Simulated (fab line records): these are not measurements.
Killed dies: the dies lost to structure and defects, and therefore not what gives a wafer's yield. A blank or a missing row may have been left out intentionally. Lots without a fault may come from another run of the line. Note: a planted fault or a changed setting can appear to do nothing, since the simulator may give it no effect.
What tool caused it? | flow ritCmos | 14 lots with 42 wafers sampled at 4 steps, on a route of 202 steps

## WHAT THE GAUGES READ, wafer by wafer
RIT_SDANNEAL_RS_MEAS_04: measures by four-point-probe. Usual: for PSD_RS the level is 115.93 ohm/sq and the standard deviation is 0.24.
lot  | measured    | on           | PSD_RS (ohm/sq)      | flag
L950 | day 3 01:23 | filmMetro-03 | 116.16 116.14 115.78 | 
L951 | day 3 10:50 | filmMetro-04 | 116.22 116.32 116.03 | 
L952 | day 3 13:11 | filmMetro-03 | 115.71 115.75 115.73 | 
L953 | day 3 17:17 | filmMetro-01 | 115.38 115.69 115.92 | 
L954 | day 3 21:26 | filmMetro-03 | 116.19 116.22 116.27 | 
L955 | day 4 02:34 | filmMetro-03 | 115.74 115.75 115.73 | 
L957 | day 4 12:19 | filmMetro-01 | 116.32 115.93 116.19 | 
L958 | day 4 18:14 | filmMetro-04 | 117.83 118.44 118.29 | OFF
L959 | day 4 23:29 | filmMetro-03 | 117.93 117.84 118.12 | OFF
L966 | day 6 10:45 | filmMetro-01 | 116.11 115.74 116.24 | 
L967 | day 6 16:13 | filmMetro-03 | 115.47 115.67 115.88 | 
L969 | day 7 01:41 | filmMetro-03 | 115.94 115.83 116.21 | 
L972 | day 7 16:40 | filmMetro-03 | 115.43 115.50 115.67 | 
L973 | day 7 21:08 | filmMetro-01 | 115.97 116.25 116.22 | 

RIT_CONTACT_CD_MEAS_08: target cd 1000 nm. Usual: cdNm reads 1000.2 nm (standard deviation 1.8).
lot  | measured    | on       | cdNm (nm)            | flag
L950 | day 3 03:35 | cdSem-01 | 999.5 998.0 999.1    | 
L951 | day 3 12:55 | cdSem-01 | 998.5 998.6 997.0    | 
L952 | day 3 15:30 | cdSem-01 | 999.9 1002.3 999.5   | 
L953 | day 3 19:23 | cdSem-01 | 1003.0 998.3 1004.1  | 
L954 | day 3 23:32 | cdSem-01 | 1000.2 999.9 1001.2  | 
L955 | day 4 04:46 | cdSem-01 | 1004.3 1003.1 1004.5 | 
L957 | day 4 14:34 | cdSem-01 | 999.1 998.7 1000.8   | 
L958 | day 4 20:19 | cdSem-01 | 1001.5 1001.2 999.6  | 
L959 | day 5 01:33 | cdSem-01 | 999.3 1000.7 1000.0  | 
L966 | day 6 12:57 | cdSem-02 | 1000.8 1001.2 1000.6 | 
L967 | day 6 18:19 | cdSem-01 | 1000.0 999.8 999.3   | 
L969 | day 7 03:53 | cdSem-01 | 1001.3 1000.8 1000.2 | 
L972 | day 7 18:56 | cdSem-01 | 995.1 994.7 997.3    | 
L973 | day 7 23:13 | cdSem-01 | 1004.1 1000.7 1000.6 | 

RIT_M1_RS_MEAS_01: measures by four-point-probe. Usual: for M1_AL_RS the level is 0.0736 ohm/sq and the standard deviation is 0.00061.
lot  | measured    | on           | M1_AL_RS (ohm/sq)    | flag
L950 | day 3 05:06 | filmMetro-04 | 0.0729 0.0734 0.0731 | 
L951 | day 3 14:22 | filmMetro-03 | 0.0740 0.0742 0.0741 | 
L952 | day 3 17:07 | filmMetro-04 | 0.0739 0.0737 0.0743 | 
L953 | day 3 20:50 | filmMetro-03 | 0.0731 0.0733 0.0735 | 
L954 | day 4 00:59 | filmMetro-04 | 0.0742 0.0742 0.0742 | 
L955 | day 4 06:12 | filmMetro-03 | 0.0730 0.0736 0.0733 | 
L957 | day 4 16:01 | filmMetro-04 | 0.0736 0.0738 0.0726 | 
L958 | day 4 21:47 | filmMetro-03 | 0.0731 0.0730 0.0736 | 
L959 | day 5 03:01 | filmMetro-03 | 0.0729 0.0734 0.0739 | 
L966 | day 6 14:37 | filmMetro-01 | 0.0748 0.0744 0.0749 | 
L967 | day 6 19:46 | filmMetro-01 | 0.0744 0.0732 0.0732 | 
L969 | day 7 05:21 | filmMetro-01 | 0.0743 0.0741 0.0747 | 
L972 | day 7 20:24 | filmMetro-01 | 0.0747 0.0738 0.0749 | 
L973 | day 8 00:41 | filmMetro-01 | 0.0731 0.0727 0.0733 | 

## TOOL THAT RAN EACH LOT (tool first, then ch and the chambers of the sampled wafers, then the start)
lot  | RIT_PSD_IMPLANT_08
L950 | implanter-02 ch 0, day 3 00:35
L951 | implanter-02 ch 0, day 3 10:01
L952 | implanter-03 ch 0, day 3 12:22
L953 | implanter-02 ch 0, day 3 16:28
L954 | implanter-02 ch 0, day 3 20:37
L955 | implanter-01 ch 0, day 4 01:46
L957 | implanter-01 ch 0, day 4 11:17
L958 | implanter-02 ch 0, day 4 17:26
L959 | implanter-02 ch 0, day 4 22:40
L966 | implanter-01 ch 0, day 6 09:56
L967 | implanter-01 ch 0, day 6 15:11
L969 | implanter-03 ch 0, day 7 00:53
L972 | implanter-02 ch 0, day 7 15:31
L973 | implanter-03 ch 0, day 7 19:58
- RIT_PSD_IMPLANT_08

## AS READ BY THE TOOLS THEMSELVES (means over the sampled wafers that have a number; for cases with no such wafer, the mark the record gives instead)
RIT_PSD_IMPLANT_08. Usual: beamEnergyKeV 27.003, standard deviation 0.0076; doseIonsCm2 4.999e+15, standard deviation 4.9e+12.
lot  | tool         | beamEnergyKeV | doseIonsCm2 | flag
L950 | implanter-02 | 26.997        | 5.004e+15   | 
L951 | implanter-02 | 27.003        | 5.001e+15   | 
L952 | implanter-03 | 27.002        | 4.998e+15   | 
L953 | implanter-02 | 27.011        | 5.003e+15   | 
L954 | implanter-02 | 26.999        | 4.996e+15   | 
L955 | implanter-01 | 26.997        | 4.994e+15   | 
L957 | implanter-01 | 27.006        | 4.996e+15   | 
L958 | implanter-02 | 25.998        | 5.004e+15   | OFF
L959 | implanter-02 | 26.002        | 5.001e+15   | OFF
L966 | implanter-01 | 27.001        | 5.001e+15   | 
L967 | implanter-01 | 26.997        | 4.991e+15   | 
L969 | implanter-03 | 27.010        | 4.997e+15   | 
L972 | implanter-02 | 27.008        | 4.996e+15   | 
L973 | implanter-03 | 26.998        | 4.999e+15   | 

## THE ANSWER, worked out from the rows above alone
Rule: a lot is off if the mean of its wafers that have a number lies more than 3 standard deviations from the usual mean. Also off: a lot with no number at a reading for which 4 or more lots have one. The other lots that the step has rows for count as sound. Order of review: gauges by route order, followed by the tools' own readings, for which a lot's mean as printed above is used. The first step at which some lot is off is used, and at that step the reading that is off furthest; a lot without a number counts as furthest.
Off: L958, L959, at RIT_SDANNEAL_RS_MEAS_04 (PSD_RS).
A tool fits if, at a process step before that reading, it ran every lot that is off, and no sound lot after the first of them. The gauges at RIT_SDANNEAL_RS_MEAS_04 aren't tried: what is off there is off at RIT_PSD_IMPLANT_08 too, on other tools, and a gauge's error can't cause that. Of those tried, none fits.

## WHAT WAS PUT IN BY THE SIMULATOR
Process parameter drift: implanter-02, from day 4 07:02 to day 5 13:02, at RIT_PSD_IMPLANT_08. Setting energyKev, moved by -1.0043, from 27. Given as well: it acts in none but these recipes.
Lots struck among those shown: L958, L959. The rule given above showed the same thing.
